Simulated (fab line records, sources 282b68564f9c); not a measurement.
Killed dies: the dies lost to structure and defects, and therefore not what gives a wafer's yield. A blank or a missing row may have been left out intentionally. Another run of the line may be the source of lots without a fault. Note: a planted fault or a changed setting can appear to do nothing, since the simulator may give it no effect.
Split-lot trial :: flow rit-cmos :: 5 lots, 23 wafers read, on a route of 202 steps

== ON THE SPLIT ==
At RIT_CONTACT_DEVELOP_07 (develop time 120 s), the setting develop-time-s was moved away from the recipe's 120 s on 6 of the 23 wafers read, by -10.4% to +8.7%. The other wafers ran this setting at the recipe's value.

== FROM THE SPLIT TO THE READING: what the file shows between them, 4 steps ==
- RIT_CONTACT_CD_MEAS_08: target cd 1000 nm
- RIT_CONTACT_HARDBAKE_10: time 60 s
- RIT_CONTACT_ETCH_11: etches SiO2 in CHF3/CF4/Ar, stops on TiSi2, target depth 480 nm, time 320 s
- RIT_CONTACT_STRIP_12: strips in O2, time 180 s

== THE READING ==
cd-nm, in nm, at RIT_CONTACT_CD_MEAS_90 (target cd 1000 nm). Typical for fault-free wafers on this fab line: 1000.4 nm, with standard deviation 2.8 nm.

wafer: L074.1
tool, chamber at the split: litho-track-04, 0
develop-time-s as run, s: 130.5
against the recipe: +8.7%
cd-nm, nm: 1009.9
against lot-mates on the recipe: +7.6

wafer: L074.3
tool, chamber at the split: litho-track-04, 0
develop-time-s as run, s: 130.5
against the recipe: +8.7%
cd-nm, nm: 1010.9
against lot-mates on the recipe: +8.6

wafer: L074.4
tool, chamber at the split: litho-track-04, 0
develop-time-s as run, s: 130.5
against the recipe: +8.7%
cd-nm, nm: 1007.9
against lot-mates on the recipe: +5.6

wafer: L074.5
tool, chamber at the split: litho-track-04, 0
develop-time-s as run, s: 120
against the recipe: recipe
cd-nm, nm: 1003.3
against lot-mates on the recipe: -

wafer: L074.6
tool, chamber at the split: litho-track-04, 0
develop-time-s as run, s: 120
against the recipe: recipe
cd-nm, nm: 1001.2
against lot-mates on the recipe: -

wafer: L075.1
tool, chamber at the split: litho-track-02, 0
develop-time-s as run, s: 120
against the recipe: recipe
cd-nm, nm: 1007.0
against lot-mates on the recipe: -

wafer: L075.2
tool, chamber at the split: litho-track-02, 0
develop-time-s as run, s: 120
against the recipe: recipe
cd-nm, nm: 1003.9
against lot-mates on the recipe: -

wafer: L075.4
tool, chamber at the split: litho-track-02, 0
develop-time-s as run, s: 120
against the recipe: recipe
cd-nm, nm: 1005.5
against lot-mates on the recipe: -

wafer: L075.5
tool, chamber at the split: litho-track-02, 0
develop-time-s as run, s: 120
against the recipe: recipe
cd-nm, nm: 1004.4
against lot-mates on the recipe: -

wafer: L075.6
tool, chamber at the split: litho-track-02, 0
develop-time-s as run, s: 120
against the recipe: recipe
cd-nm, nm: 1005.1
against lot-mates on the recipe: -

wafer: L076.3
tool, chamber at the split: litho-track-03, 0
develop-time-s as run, s: 120
against the recipe: recipe
cd-nm, nm: 1000.1
against lot-mates on the recipe: -

wafer: L076.4
tool, chamber at the split: litho-track-03, 0
develop-time-s as run, s: 120
against the recipe: recipe
cd-nm, nm: 998.2
against lot-mates on the recipe: -

wafer: L076.6
tool, chamber at the split: litho-track-03, 0
develop-time-s as run, s: 120
against the recipe: recipe
cd-nm, nm: 999.8
against lot-mates on the recipe: -

wafer: L079.1
tool, chamber at the split: litho-track-03, 0
develop-time-s as run, s: 107.5
against the recipe: -10.4%
cd-nm, nm: 991.2
against lot-mates on the recipe: -10.1

wafer: L079.2
tool, chamber at the split: litho-track-03, 0
develop-time-s as run, s: 120
against the recipe: recipe
cd-nm, nm: 1000.4
against lot-mates on the recipe: -

wafer: L079.3
tool, chamber at the split: litho-track-03, 0
develop-time-s as run, s: 107.5
against the recipe: -10.4%
cd-nm, nm: 989.6
against lot-mates on the recipe: -11.7

wafer: L079.5
tool, chamber at the split: litho-track-03, 0
develop-time-s as run, s: 107.5
against the recipe: -10.4%
cd-nm, nm: 989.3
against lot-mates on the recipe: -12.0

wafer: L079.6
tool, chamber at the split: litho-track-03, 0
develop-time-s as run, s: 120
against the recipe: recipe
cd-nm, nm: 1002.2
against lot-mates on the recipe: -

wafer: L081.1
tool, chamber at the split: litho-track-03, 0
develop-time-s as run, s: 120
against the recipe: recipe
cd-nm, nm: 1000.5
against lot-mates on the recipe: -

wafer: L081.3
tool, chamber at the split: litho-track-03, 0
develop-time-s as run, s: 120
against the recipe: recipe
cd-nm, nm: 999.9
against lot-mates on the recipe: -

wafer: L081.4
tool, chamber at the split: litho-track-03, 0
develop-time-s as run, s: 120
against the recipe: recipe
cd-nm, nm: 999.6
against lot-mates on the recipe: -

wafer: L081.5
tool, chamber at the split: litho-track-03, 0
develop-time-s as run, s: 120
against the recipe: recipe
cd-nm, nm: 998.3
against lot-mates on the recipe: -

wafer: L081.6
tool, chamber at the split: litho-track-03, 0
develop-time-s as run, s: 120
against the recipe: recipe
cd-nm, nm: 999.0
against lot-mates on the recipe: -

THE FIT
A straight line over all 23 wafers: cd-nm changes by +1.03 nm for each +1% of develop-time-s; r = +0.91; the points scatter about the line by 2.5 nm.
The same after taking each lot's own level away (the mean of its wafers on the recipe; 23 wafers): +0.977 nm for each +1%; r = +0.98; scatter 1.1 nm.
The reading moves by 10 nm for the largest change in develop-time-s, on that fit.
Measured against the standard deviation above, the lots' own levels, which go from 999.37 to 1005.18 nm, span 2.1 times it.
The two slopes are in agreement: the lot-to-lot level therefore moves the slope only a little.
Check: -10.6 nm against its lot-mates is what the line predicts for one of the wafers moved furthest among these (-10.4%) when that wafer is left out of the fit. It came out at -10.1 nm against them.

== OTHER SPLITS APPLIED TO THESE WAFERS ==
Other splits were also applied to these wafers ahead of the reading. Each is held against what the fit with the lots' levels taken away leaves over:
other split on the same wafers: RIT_PLDD_DEVELOP_05 develop-time-s
wafers away from the commonest value: 9
r with cd-nm (lot level and that fit taken away): +0.07

other split on the same wafers: RIT_NSD_COAT_01 resist-thk-nm
wafers away from the commonest value: 6
r with cd-nm (lot level and that fit taken away): +0.29

other split on the same wafers: RIT_PSD_IMPLANT_08 energy-kev
wafers away from the commonest value: 9
r with cd-nm (lot level and that fit taken away): -0.09

other split on the same wafers: RIT_SDANNEAL_CLEAN_00 time-s
wafers away from the commonest value: 15
r with cd-nm (lot level and that fit taken away): +0.29

other split on the same wafers: RIT_SILICIDE_SPUTTER_01 time-s
wafers away from the commonest value: 8
r with cd-nm (lot level and that fit taken away): -0.25

== THE WHOLE CHAIN: every reading that the file lists as answering this split, in the file's order ==
step: RIT_CONTACT_CD_MEAS_08
what it does: target cd 1000 nm
reading: cd-nm
change (the file's fit): +0.961 nm for each +1% of the setting
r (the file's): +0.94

step: RIT_CONTACT_ETCH_11
what it does: etches SiO2 in CHF3/CF4/Ar, stops on TiSi2, target depth 480 nm, time 320 s
reading: CONTACT.cd-nm (the simulator's own value, which no gauge read)
change (the file's fit): +0.986 nm for each +1% of the setting
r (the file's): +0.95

step: RIT_CONTACT_CD_MEAS_90
what it does: target cd 1000 nm
reading: cd-nm
change (the file's fit): +0.983 nm for each +1% of the setting
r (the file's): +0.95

== FILE'S OWN FIT ==
cd-nm changes by +0.983 nm for each +1% of develop-time-s, r = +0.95.
